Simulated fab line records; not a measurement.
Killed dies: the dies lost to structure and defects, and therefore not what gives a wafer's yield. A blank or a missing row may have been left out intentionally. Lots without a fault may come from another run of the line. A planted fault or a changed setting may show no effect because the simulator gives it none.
Which of the tools did it? ; flow rit_cmos ; 14 lots with 42 wafers sampled at 2 steps, on a route of 202 steps

## WHAT EACH GAUGE READ, for each wafer
RIT_CONTACT_THK_MEAS_01. Usual: CONTACT_TEOS_THK 399 nm, standard deviation 5.2.
lot;measured;on;CONTACT_TEOS_THK (nm);flag
L309;day 3 15:28;film_metro-03;397 394 394;
L311;day 3 19:40;film_metro-03;393 396 398;
L310;day 3 21:41;film_metro-04;396 395 389;
L312;day 4 02:30;film_metro-03;406 394 404;
L313;day 4 07:03;film_metro-04;395 388 391;
L314;day 4 12:16;film_metro-03;392 396 395;
L316;day 4 20:20;film_metro-02;391 398 394;
L319;day 5 09:25;film_metro-03;402 397 410;
L318;day 5 11:39;film_metro-02;393 403 400;
L325;day 6 14:32;film_metro-04;346 354 349;OFF
L328;day 7 06:56;film_metro-04;344 346 352;OFF
L329;day 7 10:57;film_metro-04;402 401 401;
L330;day 7 16:48;film_metro-03;403 400 402;
L332;day 8 03:04;film_metro-02;395 400 405;

## WHICH TOOL RAN EACH LOT (tool, then ch and the chambers of the sampled wafers, then the start)
lot;RIT_CONTACT_CVD_00
L309;pecvd-04 ch 0,2, day 3 15:25
L311;pecvd-03 ch 0,1, day 3 19:35
L310;pecvd-02 ch 0,1,2, day 3 21:38
L312;pecvd-04 ch 0,1,2, day 4 02:27
L313;pecvd-03 ch 0,1, day 4 06:59
L314;pecvd-02 ch 0,1,2, day 4 12:12
L316;pecvd-03 ch 0,2, day 4 20:16
L319;pecvd-04 ch 0,1,2, day 5 09:22
L318;pecvd-03 ch 0,1,2, day 5 11:36
L325;pecvd-03 ch 0,1,2, day 6 14:29
L328;pecvd-03 ch 1,2, day 7 06:53
L329;pecvd-02 ch 0,1, day 7 10:53
L330;pecvd-04 ch 1,2, day 7 16:44
L332;pecvd-04 ch 0,1, day 8 03:01
- RIT_CONTACT_CVD_00: deposits SiO2 from TEOS, target thk 400 nm, time 61 s.

## WHAT THE TOOLS THEMSELVES READ (means of the sampled wafers that have a number; where no wafer has one, the mark that the record gives instead)
RIT_CONTACT_CVD_00. Usual: heater_power_w at 296 W, with a standard deviation of 53.
lot;tool;heater_power_w (W);flag
L309;pecvd-04;349;
L311;pecvd-03;274;
L310;pecvd-02;313;
L312;pecvd-04;356;
L313;pecvd-03;257;
L314;pecvd-02;308;
L316;pecvd-03;320;
L319;pecvd-04;342;
L318;pecvd-03;257;
L325;pecvd-03;258;
L328;pecvd-03;226;
L329;pecvd-02;289;
L330;pecvd-04;299;
L332;pecvd-04;294;

## THE ANSWER, worked out from the rows above alone
Rule: a lot counts as off when the mean over its wafers that have a number is more than 3 standard deviations away from the usual mean. A lot without any number at a reading at which 4 lots or more have one is off too. All remaining lots with rows at the step are treated as sound. Order of review: gauges by route order, followed by the tools' own readings, for which a lot's mean as printed above is used. At the first step where some lot is off, the reading lying furthest off is the one used; lots without a number count as furthest.
Off: at RIT_CONTACT_THK_MEAS_01 (CONTACT_TEOS_THK), L325, L328.
A tool fits if, at a process step before that reading, it ran every lot that is off, and no sound lot after the first of them. Those tools and the gauges at RIT_CONTACT_THK_MEAS_01 are tried in the same way. One fits: pecvd-03 at RIT_CONTACT_CVD_00. Its last sound lot is L318 (day 5 11:36), its first lot that is off L325 (day 6 14:29): a fault that began between those two fits.

## WHAT THE SIMULATOR PUT IN
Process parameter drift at RIT_CONTACT_CVD_00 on pecvd-03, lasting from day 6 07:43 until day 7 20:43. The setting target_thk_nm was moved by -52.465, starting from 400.
Lots struck among those shown: L325, L328. Same finding as the rule above.
